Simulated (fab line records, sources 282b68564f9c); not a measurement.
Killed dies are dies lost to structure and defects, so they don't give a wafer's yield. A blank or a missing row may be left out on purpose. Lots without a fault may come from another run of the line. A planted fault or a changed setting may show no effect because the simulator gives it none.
A struck lot beside a sound one | flow rit_cmos | 15 steps out of a route of 202
Sound: wafers L534.1, L534.2, L534.5. Struck: wafers L543.2, L543.4. (L543.6 of the same lot was not struck and is left out.) The cause comes at the end.
At each step with rows: each side's tool, then ch and its chambers, then its first start. Under that, the readings that differ: sound wafers | struck wafers | difference of the means | sigmas: that difference in standard deviations of wafers without a fault.
alike: readings whose means differ by less than 2 such deviations, and words and numbers that are the same on both sides. not compared: withheld readings, readings that some wafer has no value for, bounds like >300 that may hide the same value, and numbers for which the record gives no deviation and whose values overlap.
The two part at a step that has a row with sigmas, a row that says differs or no value, or rows on one side only. Numbers that don't overlap but have no deviation are shown without sigmas and don't part them. A reading that every wafer of one side lacks parts them only if that side has two wafers or more.

RIT_M1_SPUTTER_00: material Al, target thk 400 nm, time 500 s.
  sound on pvd_sputter-01, day 4 21:43; struck on pvd_sputter-03, day 6 18:29
  alike: substrate_temp_c, throttle_valve_pct
RIT_M1_RS_MEAS_01: measures by four-point-probe.
  sound on film_metro-01, day 4 22:00; struck on film_metro-02, day 6 18:49
  alike: M1_AL_RS
RIT_M1_THK_MEAS_02: measures by xrf.
  sound on film_metro-01, day 4 22:07; struck on film_metro-02, day 6 18:55
  reading        | sound       | struck  | difference | sigmas
  M1_AL_THK (nm) | 392 387 394 | 404 407 | +14        | +3
then, 6 steps without rows for these wafers: RIT_M1_HMDS_03 (prime time 60 s); RIT_M1_COAT_04 (resist thk 1300 nm); RIT_M1_SOFTBAKE_05 (time 60 s); RIT_M1_EXPOSE_06 (exposes mask M12, target cd 2600 nm); RIT_M1_PEB_07; RIT_M1_DEVELOP_08 (develop time 68 s).
RIT_M1_CD_MEAS_09: target cd 2600 nm.
  sound on cd_sem-02, day 4 23:11; struck on cd_sem-01, day 6 19:52
  alike: cd_nm
RIT_M1_OVL_MEAS_10:
  sound on overlay-01, day 4 23:18; struck on overlay-02, day 6 19:59
  reading     | sound       | struck    | difference | sigmas
  M1_OVL (nm) | 2.2 0.7 2.4 | -0.9 -0.9 | -2.7       | -2
then, 1 step without rows for these wafers: RIT_M1_HARDBAKE_11 (time 120 s).
RIT_M1_METAL_ETCH_12: etches Al in Cl2/BCl3, stops on SiO2, time 165 s, target depth 600 nm.
  sound on rie_metal-01 ch 0,1, day 4 23:44; struck on rie_metal-01 ch 0, day 6 20:16
  reading                                 | sound                | struck        | difference | sigmas
  oes_product_au (a.u.)                   | 0.764 0.767 0.757    | 0.712 0.718   | -0.048     | -4
  run_length_s (s)                        | 193.33 194.07 193.70 | 215.22 215.32 | +21.57     | +80
  model.NOVOLAK_of_M1_COAT_04.thk_nm (nm) | 812.5 813.3 809.3    | 775.4 769.3   | -39.4      |
  alike: drypump_motor_current_A, throttle_valve_pct
  not compared: rf_hours_counter_h
then, 1 step without rows for these wafers: RIT_M1_STRIP_13 (strips in nmp, time 600 s).
RIT_M1_PROBE_99:
  sound on prober-01, day 5 02:40; struck on prober-02, day 6 22:44
  alike: defect_limited_yield, killed_at_contacts, killed_at_front_end, killed_dies, killed_open, killed_short, sort_bin_3_pad_short, sort_bin_5_function, sort_bin_6_memory, sort_n_pass, sort_yield_pct
  not compared: model.etest.antenna_m1.vt_shift_v

WHERE THEY PART
First at RIT_M1_THK_MEAS_02; last, within this record, at RIT_M1_METAL_ETCH_12. Later steps at which nothing parts them and some readings are alike: RIT_M1_PROBE_99.

WHY: what the simulator had put in
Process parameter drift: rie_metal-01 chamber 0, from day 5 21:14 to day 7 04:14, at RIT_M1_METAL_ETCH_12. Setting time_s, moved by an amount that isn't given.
